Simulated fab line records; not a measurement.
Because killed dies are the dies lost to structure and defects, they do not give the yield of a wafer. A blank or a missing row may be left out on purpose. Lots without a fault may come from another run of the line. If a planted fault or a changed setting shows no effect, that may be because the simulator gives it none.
One fault seen from 2 desks || flow berkeley-cmos170 || each desk has only its own numbers; what lay behind them comes last

## THE TOOL OWNER'S DESK: implanter-02
UCB170_NLDD_IMPLANT_09, tool's own readings: per-lot mean of the sampled wafers with a number, covering each lot this tool ran. If a lot's mean is further than 4 standard deviations from the usual mean, the lot is out of limits and carries the mark OUT (the distance appears in the brackets).
Columns: A = beam-energy-keV at UCB170_NLDD_IMPLANT_09, usual 29.997; B = end-station-pressure-torr at UCB170_NLDD_IMPLANT_09, usual 5.13e-06 Torr
{"lot": "L864", "first seen here": "day 6 18:35", "A": 29.993, "B": 5.09e-06}
{"lot": "L867", "first seen here": "day 6 20:57", "A": 30.009, "B": 5.03e-06}
{"lot": "L871", "first seen here": "day 7 17:21", "A": 30.003, "B": 5.20e-06}
{"lot": "L872", "first seen here": "day 8 07:09", "A": 29.994, "B": 5.05e-06}
{"lot": "L874", "first seen here": "day 8 20:33", "A": 29.997, "B": 5.22e-06}
This desk's verdict: no lot among the 5 shows anything out of limits.

## FROM THE METROLOGY DESK
Means of the sampled wafers that have a number, per lot and without regard to the tool the lot ran on: this is what the gauges read. If a lot's mean is further than 4 standard deviations from the usual mean, the lot is out of limits and carries the mark OUT (the distance appears in the brackets).
Columns: A = NVT_OVL at UCB170_NVT_OVL_MEAS_06, usual -3 nm; B = PVT_OVL at UCB170_PVT_OVL_MEAS_06, usual -2 nm; C = NLDD_TW at UCB170_NLDD_TW_MEAS_11, usual 2219; D = NLDD_RS at UCB170_SDANNEAL_RS_MEAS_05, usual 616.1 ohm/sq
{"lot": "L864", "first seen here": "day 5 16:02", "A": 1, "B": 1, "C": 2218, "D": 616.4}
{"lot": "L866", "first seen here": "day 5 16:17", "A": 0, "B": -3, "C": 2219, "D": 616.0}
{"lot": "L865", "first seen here": "day 5 16:51", "A": -7, "B": -2, "C": 2225, "D": 617.7}
{"lot": "L867", "first seen here": "day 6 04:23", "A": -1, "B": -3, "C": 2215, "D": 615.9}
{"lot": "L871", "first seen here": "day 7 00:25", "A": 4, "B": 4, "C": "2108 (-9.2) OUT", "D": "698.2 (+59) OUT"}
{"lot": "L872", "first seen here": "day 7 11:56", "A": 8, "B": 2, "C": "2085 (-11) OUT", "D": "697.8 (+58) OUT"}
{"lot": "L874", "first seen here": "day 8 01:07", "A": 0, "B": -7, "C": "2124 (-7.9) OUT", "D": "696.1 (+57) OUT"}
{"lot": "L878", "first seen here": "day 8 22:15", "A": -3, "B": -9, "C": 2217, "D": 615.9}
{"lot": "L879", "first seen here": "day 8 22:31", "A": -6, "B": 9, "C": 2232, "D": 615.5}
{"lot": "L881", "first seen here": "day 9 02:14", "A": -3, "B": 1, "C": 2209, "D": 615.7}
{"lot": "L884", "first seen here": "day 9 14:56", "A": -6, "B": 2, "C": 2224, "D": 618.5}
{"lot": "L883", "first seen here": "day 9 15:01", "A": -10, "B": -10, "C": 2202, "D": 616.6}
{"lot": "L885", "first seen here": "day 9 15:40", "A": -11, "B": -3, "C": 2234, "D": 615.2}
{"lot": "L886", "first seen here": "day 10 00:32", "A": -5, "B": 0, "C": 2202, "D": 616.6}
{"lot": "L887", "first seen here": "day 10 00:45", "A": -1, "B": -4, "C": 2221, "D": 615.9}
Per this desk, out of limits: L871, L872, L874; the first was L871, day 7 17:36 (NLDD_TW at UCB170_NLDD_TW_MEAS_11). L864, L866, L865, L867, L878, L879, L881, L884, L883, L885, L886, L887 stayed within limits.

## BROUGHT TOGETHER
The metrology desk could have raised an alarm at day 7 17:36, on L871, L872, L874.
The tool owner's desk saw nothing out of limits.
Tool owner's desk: L871, L872, L874 on record, inside its limits.
On implanter-02, each named lot ran UCB170_NLDD_IMPLANT_09.

## WHAT HAD BEEN PUT IN BY THE SIMULATOR
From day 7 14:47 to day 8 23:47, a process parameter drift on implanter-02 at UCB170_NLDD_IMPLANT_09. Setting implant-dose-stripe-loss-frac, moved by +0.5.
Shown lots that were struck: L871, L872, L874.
Hours from the fault's start to each desk's first reading out of limits: the metrology desk, 3.
